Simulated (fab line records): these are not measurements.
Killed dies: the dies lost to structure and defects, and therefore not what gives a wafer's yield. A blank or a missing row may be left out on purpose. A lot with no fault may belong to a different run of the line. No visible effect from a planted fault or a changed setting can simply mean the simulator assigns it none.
Which of the tools did it? ; flow berkeley cmos170 ; Sampling: 13 lots, 39 wafers, 4 of 331 route steps

WHAT THE GAUGES READ, wafer by wafer
UCB170_NSD_OVL_MEAS_07. Usual: NSD_OVL 1 nm, standard deviation 5.7.
lot;measured;on;NSD_OVL (nm);flag
L693;day 8 07:58;overlay-02;1 1 4;
L696;day 8 08:13;overlay-02;4 3 5;
L694;day 8 08:29;overlay-01;2 2 -7;
L698;day 8 12:46;overlay-01;-1 3 -2;
L697;day 8 13:03;overlay-02;3 4 4;
L700;day 9 07:27;overlay-01;11 6 13;
L701;day 9 07:43;overlay-02;-3 0 -3;
L702;day 9 08:07;overlay-02;3 1 5;
L707;day 10 13:37;overlay-01;10 14 17;
L713;day 11 16:07;overlay-01;-2 -3 4;
L712;day 11 16:40;overlay-01;-3 -4 -4;
L714;day 12 03:14;overlay-02;-3 -11 -5;
L716;day 12 08:54;overlay-02;6 8 4;

UCB170_V1_THK_MEAS_04. Usual: V1_POLISHED_THK 1000.1 nm, standard deviation 1.1.
lot;measured;on;V1_POLISHED_THK (nm);flag
L693;day 8 21:45;film metro-04;1000.7 999.3 998.6;
L696;day 8 20:25;film metro-04;1002.1 1000.6 999.8;
L694;day 8 23:04;film metro-01;999.6 1001.2 1000.4;
L698;day 9 00:24;film metro-03;999.7 999.5 999.1;
L697;day 9 01:44;film metro-04;999.0 999.7 997.7;
L700;day 9 21:35;film metro-03;999.3 1001.0 1000.7;
L701;day 10 00:15;film metro-01;999.5 999.7 999.0;
L702;day 10 00:15;film metro-03;1001.1 998.8 999.5;
L707;day 11 04:01;film metro-01;749.9 999.5 1000.3;OFF
L713;day 12 06:05;film metro-03;999.2 998.6 1000.2;
L712;day 12 07:25;film metro-03;1000.8 998.3 999.7;
L714;day 12 14:13;film metro-03;999.2 999.0 1000.3;
L716;day 13 00:39;film metro-01;1001.0 1001.6 1001.3;

UCB170_V1_OVL_MEAS_13. Usual: V1_OVL 4 nm, standard deviation 4.8.
lot;measured;on;V1_OVL (nm);flag
L693;day 9 01:50;overlay-02;6 10 12;
L696;day 9 01:00;overlay-01;8 2 3;
L694;day 9 01:16;overlay-02;9 6 4;
L698;day 9 02:34;overlay-02;0 3 6;
L697;day 9 04:41;overlay-01;2 13 9;
L700;day 10 01:13;overlay-01;7 7 9;
L701;day 10 01:45;overlay-01;7 4 4;
L702;day 10 02:01;overlay-02;2 10 7;
L707;day 11 06:39;overlay-02;13 14 2;
L713;day 12 08:49;overlay-01;7 2 0;
L712;day 12 09:46;overlay-02;-1 3 1;
L714;day 12 17:34;overlay-01;2 13 11;
L716;day 13 02:41;overlay-02;5 0 -2;

WHAT TOOL EACH LOT RAN ON (gives the tool, then ch and the chambers of the sampled wafers, and finally the start)
lot;UCB170_V1_CMP_02
L693;cmp-02 ch 0,1,2, day 8 21:19
L696;cmp-01 ch 0,1,3, day 8 20:05
L694;cmp-01 ch 0,2,3, day 8 22:45
L698;cmp-02 ch 0,1, day 8 23:59
L697;cmp-01 ch 0,1,2, day 9 01:19
L700;cmp-02 ch 1,2,3, day 9 21:10
L701;cmp-02 ch 0,1,3, day 9 23:50
L702;cmp-01 ch 0,2,3, day 9 23:50
L707;cmp-01 ch 0,2, day 11 03:35
L713;cmp-02 ch 1,2,3, day 12 05:40
L712;cmp-02 ch 0,1,2, day 12 06:59
L714;cmp-02 ch 2,3, day 12 13:48
L716;cmp-02 ch 0,1,3, day 13 00:13
- UCB170_V1_CMP_02: polishes SiO2.

WHAT THE TOOLS THEMSELVES READ (means of the sampled wafers that have a number; where no wafer has one, the mark that the record gives instead)
UCB170_V1_CMP_02. Usual: motor current A at 15.5 A, with a standard deviation of 1.2.
lot;tool;motor current A (A);flag
L693;cmp-02;15.1;
L696;cmp-01;15.6;
L694;cmp-01;15.2;
L698;cmp-02;14.5;
L697;cmp-01;16.0;
L700;cmp-02;15.6;
L701;cmp-02;15.0;
L702;cmp-01;15.7;
L707;cmp-01;15.4;
L713;cmp-02;15.6;
L712;cmp-02;14.9;
L714;cmp-02;16.5;
L716;cmp-02;15.2;

THE ANSWER, worked out from the rows above alone
Rule: a lot is off if the mean of its wafers that have a number lies more than 3 standard deviations from the usual mean. Also off: a lot with no number at a reading for which 4 or more lots have one. The other lots that the step has rows for count as sound. After the gauges, taken in route order, come the tools' own readings; for these a lot's mean is taken, as printed above. At the first step where some lot is off, the reading lying furthest off is the one used; lots without a number count as furthest.
Off: L707, seen at UCB170_V1_THK_MEAS_04 (V1_POLISHED_THK).
A tool fits if, at a process step before that reading, it ran every lot that is off, and no sound lot after the first of them. The gauges at UCB170_V1_THK_MEAS_04 are tried like those tools. One candidate fits, namely cmp-01 at UCB170_V1_CMP_02. Its last sound lot is L702 (day 9 23:50), its first lot that is off L707 (day 11 03:35): a fault that began between those two fits.

WHAT THE SIMULATOR HAD INSERTED
cmp-01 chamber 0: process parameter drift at UCB170_V1_CMP_02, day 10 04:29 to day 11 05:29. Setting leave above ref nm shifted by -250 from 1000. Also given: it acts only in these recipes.
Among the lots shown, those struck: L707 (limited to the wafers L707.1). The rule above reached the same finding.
